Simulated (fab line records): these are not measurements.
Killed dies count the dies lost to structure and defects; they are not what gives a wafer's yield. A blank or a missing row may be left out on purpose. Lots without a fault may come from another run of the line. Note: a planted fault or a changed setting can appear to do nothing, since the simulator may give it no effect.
Which of the tools did it? :: flow berkeley cmos170 :: 7 lots with 21 wafers sampled at 2 steps, on a route of 331 steps

== WHAT THE GAUGES READ, wafer by wafer ==
UCB170_ACTIVE_CD_MEAS_13 targets a cd of 1200 nm.
lot: L830
measured: day 5 07:07
on: cd sem-01
cd nm (nm): 1198.4 1200.2 1199.3

lot: L833
measured: day 5 21:08
on: cd sem-02
cd nm (nm): 1202.9 1203.3 1202.2

lot: L834
measured: day 5 21:16
on: cd sem-01
cd nm (nm): 1198.8 1199.8 1199.1

lot: L839
measured: day 7 06:31
on: cd sem-02
cd nm (nm): 1202.4 1202.9 1201.8

lot: L845
measured: day 8 16:46
on: cd sem-01
cd nm (nm): 1247.9 1247.1 1247.8

lot: L844
measured: day 8 17:31
on: cd sem-02
cd nm (nm): 1200.6 1199.8 1201.7

lot: L848
measured: day 8 17:22
on: cd sem-02
cd nm (nm): 1199.9 1200.2 1200.4

== TOOL THAT RAN EACH LOT (tool first, then ch and the chambers of the sampled wafers, then the start) ==
lot: L830
UCB170_ACTIVE_PEB_11: litho track-04 ch 0, day 5 06:50

lot: L833
UCB170_ACTIVE_PEB_11: litho track-04 ch 0, day 5 20:52

lot: L834
UCB170_ACTIVE_PEB_11: litho track-01 ch 0, day 5 20:59

lot: L839
UCB170_ACTIVE_PEB_11: litho track-04 ch 0, day 7 06:14

lot: L845
UCB170_ACTIVE_PEB_11: litho track-01 ch 0, day 8 16:29

lot: L844
UCB170_ACTIVE_PEB_11: litho track-03 ch 0, day 8 17:12

lot: L848
UCB170_ACTIVE_PEB_11: litho track-04 ch 0, day 8 17:05
- UCB170_ACTIVE_PEB_11

== THE ANSWER, worked out from the rows above alone ==
Rule: the usual values come from the lots themselves. The widest of any qualifying gaps counts: lots, ordered by their means at a reading, are off when they make up no more than a third of the lots, leave a main group of 4 or more, and stand apart from it by 3 or more times the standard deviation of that group's means. The tables above print the reading to a certain number of digits; a main group whose means all agree to those digits is not used. Also off: a lot with no number at a reading for which 4 or more lots have one. All remaining lots with rows at the step are treated as sound.
Off, at UCB170_ACTIVE_CD_MEAS_13 on cd nm: L845. The main group has a mean of 1200.8 nm with a standard deviation of 1.4.
If a tool, at a process step before that reading, ran all the lots that are off and no sound lot after the first of them, it fits. Those tools and the gauges at UCB170_ACTIVE_CD_MEAS_13 are tried in the same way. This does not decide it: 2 tools fit, namely litho track-01 at UCB170_ACTIVE_PEB_11 and cd sem-01 at UCB170_ACTIVE_CD_MEAS_13.

== WHAT HAD BEEN PUT IN BY THE SIMULATOR ==
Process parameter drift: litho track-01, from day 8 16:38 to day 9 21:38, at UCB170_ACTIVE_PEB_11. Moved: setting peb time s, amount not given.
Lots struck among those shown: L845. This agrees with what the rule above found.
